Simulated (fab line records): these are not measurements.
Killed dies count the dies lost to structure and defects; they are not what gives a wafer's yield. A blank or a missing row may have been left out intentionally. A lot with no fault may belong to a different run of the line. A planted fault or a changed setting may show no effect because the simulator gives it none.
A struck lot beside a sound one | flow berkeleyCmos170 | 17 out of 331 route steps
Sound: the wafers L903.2, L903.5, L903.6. Struck: wafers L898.3, L898.4, L898.6. At the end, the cause is stated.
Order at every step that has rows: each side's tool, ch and its chambers, its first start. Under that, the readings that differ: sound wafers | struck wafers | difference of the means | sigmas: that difference in standard deviations of wafers without a fault.
alike: a reading whose means differ by less than 2 such deviations, as well as words and numbers matching on both sides. not compared: withheld readings; readings where some wafer has no value; bounds like >300 that might hide an equal value; numbers whose values overlap and for which the record gives no deviation.
The two part at a step that has a row with sigmas, a row that says differs or no value, or rows on one side only. Numbers that don't overlap but have no deviation are shown without sigmas and don't part them. A reading missing from all wafers of one side parts the sides only when that side holds two or more wafers.

first, 2 steps without rows for these wafers: UCB170_V1_PEB_10; UCB170_V1_DEVELOP_11 (develop time 45 s).
UCB170_V1_CD_MEAS_12: the cd target is 700 nm.
  sound: cdSem-02 at day 11 04:51; struck: cdSem-01 at day 10 04:12
  alike: cdNm
UCB170_V1_OVL_MEAS_13:
  sound: overlay-01 at day 11 04:57; struck: overlay-01 at day 10 04:17
  alike: V1_OVL
UCB170_V1_ETCH_14: etches SiO2 in CHF3/CF4/Ar, stops on Al, target depth 1250 nm, time 291 s.
  sound on rieDiel-03 ch 0,1,3, day 11 04:59; struck on rieDiel-02 ch 2,3, day 10 04:19
  alike: drypumpMotorCurrentA, oesProductAu, throttleValvePct
  not compared: rfHoursCounterH
UCB170_V1_STRIP_15: strips in O2.
  sound on plasmaAsher-01 ch 0,1, day 11 05:10; struck on plasmaAsher-01 ch 0,1, day 10 04:32
  alike: drypumpMotorCurrentA, oesProductAu, stripTimeToEndpointS
  not compared: rfHoursCounterH
UCB170_V1_CD_MEAS_90: the cd target is 700 nm.
  sound: cdSem-02 at day 11 05:17; struck: cdSem-02 at day 10 04:38
reading   | sound             | struck            | difference | sigmas
cdNm (nm) | 704.4 703.7 703.3 | 699.6 700.0 699.6 | -4.1       | -2
then, 1 step without rows for these wafers: UCB170_M2_PRE_CLEAN_00 (preclean etch time 60 s).
UCB170_M2_SPUTTER_01: material Al, target thk 900 nm, time 118.3 s.
  sound: pvdSputter-02 at day 11 05:27; struck: pvdSputter-03 at day 10 04:47
  alike: throttleValvePct
UCB170_M2_RS_MEAS_02: uses a four-point probe to measure.
  sound: filmMetro-01 at day 11 05:33; struck: filmMetro-03 at day 10 04:55
  alike: M2_AL_RS
UCB170_M2_THK_MEAS_03: measures by xrf.
  sound: filmMetro-01 at day 11 05:40; struck: filmMetro-03 at day 10 05:01
  alike: M2_AL_THK
then, 1 step without rows for these wafers: UCB170_M2_HMDS_04 (prime time 60 s).
UCB170_M2_COAT_05: resist thk 900 nm.
  sound on lithoTrack-03 ch 0, day 11 05:53; struck on lithoTrack-04 ch 0, day 10 05:35
reading                            | sound                | struck               | difference | sigmas
spinSpeedRpm (rpm)                 | 1501.1 1500.9 1501.4 | 1550.8 1550.2 1550.1 | +49.2      | +58
model.KrF_of_M2_COAT_05.thkNm (nm) | 898.3 897.9 899.3    | 884.1 883.6 881.8    | -15.3      | 
then, 1 step without rows for these wafers: UCB170_M2_SOFTBAKE_06 (time 60 s).
UCB170_M2_STRIP_07: strips in O2.
  sound on plasmaAsher-02 ch 0,1, day 11 06:10; struck on plasmaAsher-03 ch 0,1, day 10 05:52
reading                  | sound             | struck            | difference | sigmas
stripTimeToEndpointS (s) | 21.93 21.92 21.94 | 21.60 21.58 21.53 | -0.36      | -5
  alike: drypumpMotorCurrentA, oesProductAu
  not compared: rfHoursCounterH
then, 1 step without rows for these wafers: UCB170_M2_STRIP_08 (strips KrF in DMSO, time 600 s).
UCB170_M3_PROBE_99:
  the record has rows for the struck wafers here (prober-01, day 10 14:35) and none for the sound ones

== WHERE THEY PART ==
Earliest at UCB170_V1_CD_MEAS_90; latest, in this record, at UCB170_M3_PROBE_99.

WHY: what the simulator had put in
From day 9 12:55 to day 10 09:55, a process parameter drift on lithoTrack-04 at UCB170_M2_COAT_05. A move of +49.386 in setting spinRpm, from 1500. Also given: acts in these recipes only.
